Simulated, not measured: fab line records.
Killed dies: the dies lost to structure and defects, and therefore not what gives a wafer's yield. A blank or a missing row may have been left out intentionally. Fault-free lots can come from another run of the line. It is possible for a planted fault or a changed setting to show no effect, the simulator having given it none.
8D (eight disciplines) problem report, filled in by code	flow berkeley_cmos170	the parts of the form that need people (team, actions taken, sign-off) are left out

## 1. WHAT IS WRONG
Wafers free of any fault read 1993 nm (standard deviation 23) for V1_TEOS_THK at UCB170_V1_THK_MEAS_01, against a mean of 2747 nm on 6 wafers of 2 lots. That puts it +33 standard deviations away from the usual mean.
The first sign was on wafer L758.2 at day 9 12:38, on film_metro-03. At this step, 42 wafers from 14 lots have a number in the record. By rule, "out" or "out of limits" means more than 4 standard deviations away from the usual mean. Any other wafer with a number is counted as sound.

## 2. WHAT IT IS, AND WHAT IT ISN'T
question	is	is not
which readings at this step	V1_TEOS_THK	-
which lots	L758, L761	L747, L748, L749, L750, L751, L752, L763, L764, L766, L768, L769, L770
which wafers of those lots	all that have a number	-
read on which gauges	film_metro-02, film_metro-03	film_metro-04
when	from day 9 12:38	up to then (18 sound wafers); but 18 sound wafers of L763, L764, L766, L768, L769, L770 came after

## 3. SUSPECTS, AND WHAT RULES EACH OUT
Counting: a tool at a process step up to the reading stays a suspect if it ran every lot that is out and no sound lot after the first of them.
- the gauge at UCB170_V1_THK_MEAS_01 is ruled out. Those wafers that are out were read across 2 gauges (film_metro-02, film_metro-03).
- pecvd-04 at UCB170_V1_CVD_00 (deposits SiO2 from TEOS/O2, target thk 2000 nm, time 250 s): kept. It ran every lot that is out, first L758 (day 9 12:24), and no sound lot after that; its last sound lot up to then is L750 (day 7 16:36). On those wafers its own readings are out: run_length_s.
The count leaves pecvd-04 at UCB170_V1_CVD_00.

## 4. THE CAUSE (what the simulator had put in)
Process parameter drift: pecvd-04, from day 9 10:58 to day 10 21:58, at UCB170_V1_CVD_00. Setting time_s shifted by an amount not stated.
Only this tool survived the counting.

## 5. THE EFFECT CHAIN, in route order
Each row: a reading whose mean over the struck wafers that have a number lies more than 3 standard deviations from the usual. Only readings for which the record gives a usual standard deviation are gone through. hours: the time from each lot's start at the first step in this table that gives one to its start at this step, as a median over the lots. sigmas: the change in usual standard deviations.
hours	step	reading	usual	on struck wafers	change	sigmas
0	UCB170_V1_CVD_00	run_length_s	278.2 s	371.4	+93.2	+99 or more
0	UCB170_V1_THK_MEAS_01	V1_TEOS_THK	1993 nm	2747	+754	+33
The process steps in it:
- UCB170_V1_CVD_00: deposits SiO2 from TEOS/O2, target thk 2000 nm, time 250 s.

## 6. HOW IT WOULD HAVE BEEN CAUGHT EARLIER
The first out-of-limits reading at a measuring or inspecting step in this record came at day 9 12:38, 2 hours after the fault's start at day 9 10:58.
The tool's own readings at UCB170_V1_CVD_00 were out on every struck wafer that the step has a row for (run_length_s): an alarm limit on them would have fired on the first of those.
L761, from the lots that are out (2), started UCB170_V1_CVD_00 on pecvd-04 later than day 9 12:38. Holding the tool at that time would have saved it.
